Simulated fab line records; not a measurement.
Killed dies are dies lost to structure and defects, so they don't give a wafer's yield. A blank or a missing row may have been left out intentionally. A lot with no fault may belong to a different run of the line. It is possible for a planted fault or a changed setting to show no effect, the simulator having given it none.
A lot that was struck, set against a sound lot | flow berkeley-cmos170 | 23 steps out of a route of 331
Sound: these wafers, L401.1, L401.2, L401.4. Struck: wafers L408.1, L408.3, L408.4. At the end, the cause is stated.
Each step with rows lists, per side, the tool, then ch with its chambers, then its first start. Under that, the readings that differ: sound wafers | struck wafers | difference of the means | sigmas: that difference in standard deviations of wafers without a fault.
alike: words and numbers the same on both sides, and readings whose means are apart by under 2 such deviations; not compared: readings that were withheld, readings missing a value for some wafer, numbers with overlapping values and no deviation given by the record, and bounds like >300 which may hide the same value.
The two part at a step that has a row with sigmas, a row that says differs or no value, or rows on one side only. Numbers that don't overlap but have no deviation are shown without sigmas and don't part them. A reading missing from all wafers of one side parts the sides only when that side holds two or more wafers.

first, 6 steps without rows for these wafers: UCB170_ZERO_HMDS_00 (prime time 60 s); UCB170_ZERO_COAT_01 (resist thk 900 nm); UCB170_ZERO_SOFTBAKE_02 (time 60 s); UCB170_ZERO_EXPOSE_03 (exposes mask PM MARKS, target cd 4000 nm); UCB170_ZERO_PEB_04; UCB170_ZERO_DEVELOP_05 (develop time 45 s).
UCB170_ZERO_ETCH_06: etches SiO2 in CHF3/CF4/Ar, time 12 s.
  sound on rie-diel-03 ch 0,1,2, day 2 06:50; struck on rie-diel-04 ch 1,2,3, day 3 19:58
  alike: cf4-flow-sccm, drypump-motor-current-A, oes-product-au, throttle-valve-pct
  not compared: rf-hours-counter-h
UCB170_ZERO_STRIP_07: strips in O2.
  sound on plasma-asher-02 ch 0,1, day 2 06:52; struck on plasma-asher-02 ch 0,1, day 3 19:59
  alike: drypump-motor-current-A, o2-flow-sccm, oes-product-au, strip-time-to-endpoint-s
  not compared: rf-hours-counter-h
then, 2 steps without rows for these wafers: UCB170_NWELL_WET_ETCH_00 (etches SiO2 in dHF, time 200 s); UCB170_NWELL_OXIDATION_01 (target thk 26.4 nm, ox time 1260 s).
UCB170_NWELL_THK_MEAS_02:
  sound on film-metro-04, day 2 12:17; struck on film-metro-02, day 4 06:00
  alike: NWELL_OXIDE_THK
then, 1 step without rows for these wafers: UCB170_NWELL_ANNEAL_03 (time 900 s).
UCB170_NWELL_CVD_04: deposits Si3N4 from SiH2Cl2/NH3, target thk 224 nm, time 3360 s.
  sound on lpcvd-02 ch 0, day 3 00:11; struck on lpcvd-02 ch 1, day 4 12:51
  reading                                 | sound             | struck            | difference | sigmas
  sih2cl2-flow-sccm (sccm)                | 24.99 25.01 24.98 | 30.02 29.97 29.99 | +5.00      | +66
  model.Si3N4_of_NWELL_CVD_04.thk-nm (nm) | 223.7 224.6 224.4 | 234.2 235.6 236   | +11.0      |
  alike: spike-tc-load-C
UCB170_NWELL_THK_MEAS_05:
  sound on film-metro-04, day 3 02:07; struck on film-metro-03, day 4 15:45
  reading                | sound             | struck            | difference | sigmas
  NWELL_NITRIDE_THK (nm) | 223.7 224.8 224.3 | 234.1 235.6 236.0 | +11.0      | +5
then, 6 steps without rows for these wafers: UCB170_NWELL_HMDS_06 (prime time 60 s); UCB170_NWELL_COAT_07 (resist thk 900 nm); UCB170_NWELL_SOFTBAKE_08 (time 60 s); UCB170_NWELL_EXPOSE_09 (exposes mask NWELL, target cd 3000 nm); UCB170_NWELL_PEB_10; UCB170_NWELL_DEVELOP_11 (develop time 45 s).
UCB170_NWELL_OVL_MEAS_12:
  sound on overlay-02, day 3 03:08; struck on overlay-01, day 4 18:58
  alike: NWELL_OVL
UCB170_NWELL_ETCH_13: etches Si3N4 in CH3F/Ar/O2, stops on SiO2, target depth 246.4 nm, time 154 s.
  sound on rie-diel-02 ch 0,1,2, day 3 03:11; struck on rie-diel-01 ch 0,1,3, day 4 19:01
  reading                  | sound             | struck          | difference | sigmas
  rf-hours-counter-h (h)   | 163 126 112       | 6 57 30         | -103       |
  model.etch.depth-nm (nm) | 223.7 224.6 224.4 | 234.2 235.6 236 | +11.0      |
  alike: O2_flow_sccm, drypump-motor-current-A, oes-product-au, throttle-valve-pct
following that, these wafers have no rows for 1 step: UCB170_NWELL_IMPLANT_14.

WHERE THEY PART
First at UCB170_NWELL_CVD_04; last, within this record, at UCB170_NWELL_THK_MEAS_05. Later steps at which nothing parts them and some readings are alike: UCB170_NWELL_OVL_MEAS_12, UCB170_NWELL_ETCH_13.

WHY: what had been put in by the simulator
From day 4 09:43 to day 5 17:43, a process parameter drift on lpcvd-02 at UCB170_NWELL_CVD_04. Setting sih2cl2-flow-sccm, moved by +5, from 25. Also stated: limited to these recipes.
